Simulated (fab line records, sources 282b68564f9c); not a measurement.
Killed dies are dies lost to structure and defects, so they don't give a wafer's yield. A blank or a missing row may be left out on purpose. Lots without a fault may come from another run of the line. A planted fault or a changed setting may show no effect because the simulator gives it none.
Which tool did it? | flow rit_cmos | 10 lots, 30 wafers sampled, at 4 steps of a route of 202

WHAT THE GAUGES READ, wafer by wafer
RIT_ACTIVE_THK_MEAS_04.
lot  | measured    | on            | ACTIVE_NITRIDE_THK (nm)
L223 | day 1 15:45 | film_metro-03 | 151.8 151.4 150.1
L224 | day 1 18:46 | film_metro-01 | 151.2 150.5 149.8
L225 | day 2 00:16 | film_metro-03 | 149.5 149.8 149.8
L226 | day 2 04:32 | film_metro-03 | 150.4 150.7 151.5
L227 | day 2 09:32 | film_metro-01 | 148.7 148.8 149.3
L229 | day 2 19:32 | film_metro-04 | 148.8 148.5 150.6
L231 | day 3 06:10 | film_metro-03 | 147.0 147.0 146.6
L233 | day 3 15:35 | film_metro-04 | 150.4 150.8 151.9
L245 | day 6 03:54 | film_metro-03 | 151.1 149.4 150.3
L246 | day 6 08:32 | film_metro-01 | 149.6 148.8 150.4

RIT_M1_OVL_MEAS_10.
lot  | measured    | on         | M1_OVL (nm)
L223 | day 3 13:10 | overlay-02 | 1.8 1.8 2.3
L224 | day 3 14:28 | overlay-02 | -0.7 0.7 -1.2
L225 | day 3 21:05 | overlay-01 | 1.6 1.6 0.6
L226 | day 3 23:40 | overlay-01 | -0.6 -0.6 -0.2
L227 | day 4 06:43 | overlay-02 | 0.8 0.8 -0.4
L229 | day 4 19:07 | overlay-02 | 1.5 1.9 1.2
L231 | day 5 07:22 | overlay-02 | 1.3 2.9 0.6
L233 | day 5 12:49 | overlay-02 | 0.7 0.1 -0.4
L245 | day 8 12:20 | overlay-02 | -1.5 0.1 0.7
L246 | day 8 16:43 | overlay-01 | 2.0 1.6 0.2

WHICH TOOL RAN EACH LOT (tool, then ch and the chambers of the sampled wafers, then the start)
lot  | RIT_PLDD_STRIP_09                   | RIT_SILICIDE_WET_ETCH_05
L223 | plasma_asher-01 ch 0,1, day 3 02:01 | wet_bench-04 ch 1, day 3 09:13
L224 | plasma_asher-04 ch 0, day 3 02:16   | wet_bench-04 ch 1, day 3 10:31
L225 | plasma_asher-02 ch 0,1, day 3 10:11 | wet_bench-01 ch 2, day 3 17:08
L226 | plasma_asher-01 ch 0,1, day 3 12:41 | wet_bench-01 ch 0, day 3 19:44
L227 | plasma_asher-01 ch 0, day 3 19:28   | wet_bench-02 ch 2, day 4 02:38
L229 | plasma_asher-04 ch 0,1, day 4 08:02 | wet_bench-02 ch 1, day 4 15:04
L231 | plasma_asher-04 ch 0,1, day 4 20:01 | wet_bench-04 ch 1, day 5 03:06
L233 | plasma_asher-02 ch 0,1, day 5 01:43 | wet_bench-02 ch 2, day 5 09:00
L245 | plasma_asher-02 ch 0,1, day 8 00:50 | wet_bench-04 ch 1, day 8 08:13
L246 | plasma_asher-02 ch 0,1, day 8 05:53 | wet_bench-04 ch 3, day 8 12:47
- RIT_PLDD_STRIP_09: strips in O2, time 180 s.
- RIT_SILICIDE_WET_ETCH_05: etches Ti in SPM, time 120 s.

WHAT THE TOOLS THEMSELVES READ (means of the sampled wafers that have a number; where no wafer has one, the mark that the record gives instead)
RIT_PLDD_STRIP_09.
lot  | tool            | drypump_motor_current_A (A) | o2_flow_sccm (sccm)
L223 | plasma_asher-01 | 5.9                         | 4007
L224 | plasma_asher-04 | 5.8                         | 3998
L225 | plasma_asher-02 | 5.6                         | 3995
L226 | plasma_asher-01 | 5.9                         | 4006
L227 | plasma_asher-01 | 5.6                         | 3996
L229 | plasma_asher-04 | 5.5                         | 4020
L231 | plasma_asher-04 | 5.5                         | 3997
L233 | plasma_asher-02 | 6.0                         | 4010
L245 | plasma_asher-02 | 5.6                         | 3992
L246 | plasma_asher-02 | 5.6                         | 4001

THE ANSWER, worked out from the rows above alone
Rule: what is usual is taken from the lots themselves. Put in order of their means at a reading, lots are off if they are a third of the lots or fewer, leave a main group of 4 or more, and stand apart from it by a gap of 3 or more times the standard deviation of the main group's means; of several such gaps the widest counts. A main group whose means are all the same, to the digits that the tables above print for the reading, isn't used. A lot without any number at a reading at which 4 lots or more have one is off too. The other lots that the step has rows for count as sound. The gauges are gone through in route order, then the tools' own readings, and for those a lot's mean is taken as printed above. The first step at which some lot is off is used, and at that step the reading that is off furthest; a lot without a number counts as furthest.
No lot is off at any reading shown: from this, nothing can be told.

WHAT THE SIMULATOR HAD PUT IN
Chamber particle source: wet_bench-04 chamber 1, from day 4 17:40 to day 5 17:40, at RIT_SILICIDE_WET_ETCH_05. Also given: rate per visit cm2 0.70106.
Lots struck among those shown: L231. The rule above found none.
